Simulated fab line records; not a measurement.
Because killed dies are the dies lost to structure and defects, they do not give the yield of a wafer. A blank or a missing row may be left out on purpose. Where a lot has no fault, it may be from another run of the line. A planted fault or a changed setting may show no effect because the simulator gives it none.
What tool caused it? -- flow rit cmos -- Sampling: 15 lots, 45 wafers, 3 of 202 route steps

== WHAT THE GAUGES READ, wafer by wafer ==
RIT_PSD_TW_MEAS_10.
lot,measured,on,PSD_TW
L320,day 3 02:32,film metro-03,3401 3397 3387
L321,day 3 05:59,film metro-01,3416 3429 3420
L322,day 3 19:02,film metro-03,3378 3373 3379
L323,day 4 01:22,film metro-03,3425 3427 3416
L324,day 4 08:10,film metro-01,3417 3416 3413
L325,day 4 09:44,film metro-03,3536 3508 3523
L327,day 4 20:13,film metro-01,3536 3540 3525
L328,day 4 23:23,film metro-01,3532 3530 3529
L335,day 6 12:41,film metro-01,3432 3439 3466
L336,day 6 20:37,film metro-03,3378 3392 3379
L337,day 6 20:51,film metro-04,3427 3394 3411
L338,day 7 02:05,film metro-04,3411 3416 3406
L340,day 7 11:09,film metro-01,3421 3446 3425
L343,day 7 21:29,film metro-04,3416 3407 3419
L342,day 19 09:19,film metro-01,3396 3417 3405

RIT_SDANNEAL_RS_MEAS_04: measurement is done with a four-point probe.
lot,measured,on,PSD_RS (ohm/sq)
L320,day 3 03:02,film metro-04,116.3 116.0 116.2
L321,day 3 06:28,film metro-03,116.2 116.3 116.3
L322,day 3 19:32,film metro-01,115.9 116.1 115.9
L323,day 4 01:52,film metro-03,116.4 116.4 116.4
L324,day 4 08:40,film metro-04,115.6 115.4 115.8
L325,day 4 10:13,film metro-04,108.9 108.5 108.4
L327,day 4 20:43,film metro-01,108.8 108.8 109.2
L328,day 4 23:52,film metro-01,108.7 108.6 108.7
L335,day 6 13:13,film metro-01,116.3 116.1 115.9
L336,day 6 21:08,film metro-03,116.3 116.1 116.3
L337,day 6 21:21,film metro-01,116.0 115.6 115.8
L338,day 7 02:34,film metro-03,115.5 115.5 115.5
L340,day 7 11:43,film metro-04,116.1 116.1 115.7
L343,day 7 22:04,film metro-04,115.8 115.6 115.8
L342,day 19 10:00,film metro-01,115.7 116.2 116.0

== WHAT TOOL EACH LOT RAN ON (gives the tool, then ch and the chambers of the sampled wafers, and finally the start) ==
lot,RIT_PSD_IMPLANT_08
L320,"implanter-01 ch 0, day 3 02:13"
L321,"implanter-04 ch 0, day 3 05:40"
L322,"implanter-02 ch 0, day 3 18:43"
L323,"implanter-02 ch 0, day 4 01:03"
L324,"implanter-02 ch 0, day 4 07:51"
L325,"implanter-02 ch 0, day 4 09:24"
L327,"implanter-02 ch 0, day 4 19:54"
L328,"implanter-02 ch 0, day 4 23:04"
L335,"implanter-04 ch 0, day 6 12:22"
L336,"implanter-04 ch 0, day 6 20:19"
L337,"implanter-01 ch 0, day 6 20:32"
L338,"implanter-04 ch 0, day 7 01:46"
L340,"implanter-01 ch 0, day 7 10:52"
L343,"implanter-02 ch 0, day 7 21:11"
L342,"implanter-04 ch 0, day 19 09:01"
- RIT_PSD_IMPLANT_08

== AS READ BY THE TOOLS THEMSELVES (means over the sampled wafers that have a number; for cases with no such wafer, the mark the record gives instead) ==
RIT_PSD_IMPLANT_08.
lot,tool,beam energy keV
L320,implanter-01,27.000
L321,implanter-04,27.009
L322,implanter-02,27.003
L323,implanter-02,27.008
L324,implanter-02,27.007
L325,implanter-02,30.517
L327,implanter-02,30.497
L328,implanter-02,30.505
L335,implanter-04,27.005
L336,implanter-04,27.000
L337,implanter-01,27.006
L338,implanter-04,27.006
L340,implanter-01,26.995
L343,implanter-02,27.012
L342,implanter-04,27.005

== THE ANSWER, worked out from the rows above alone ==
Rule: the usual values come from the lots themselves. The widest of any qualifying gaps counts: lots, ordered by their means at a reading, are off when they make up no more than a third of the lots, leave a main group of 4 or more, and stand apart from it by 3 or more times the standard deviation of that group's means. Not used: any main group whose means are identical at the precision the tables above print for the reading. Also off: a lot with no number at a reading for which 4 or more lots have one. All remaining lots with rows at the step are treated as sound. The gauges are gone through in route order, then the tools' own readings, and for those a lot's mean is taken as printed above. At the first step where some lot is off, the reading lying furthest off is the one used; lots without a number count as furthest.
Off: L325, L327, L328, seen at RIT_PSD_TW_MEAS_10 (PSD_TW). For the main group the mean is 3411 and the standard deviation 19.
A tool fits if, at a process step before that reading, it ran every lot that is off, and no sound lot after the first of them. Not tried: the gauges at RIT_PSD_TW_MEAS_10; whatever is off there is also off at RIT_PSD_IMPLANT_08, on other tools, and gauge error can't account for it. Not one of the candidates tried fits.

== WHAT THE SIMULATOR HAD INSERTED ==
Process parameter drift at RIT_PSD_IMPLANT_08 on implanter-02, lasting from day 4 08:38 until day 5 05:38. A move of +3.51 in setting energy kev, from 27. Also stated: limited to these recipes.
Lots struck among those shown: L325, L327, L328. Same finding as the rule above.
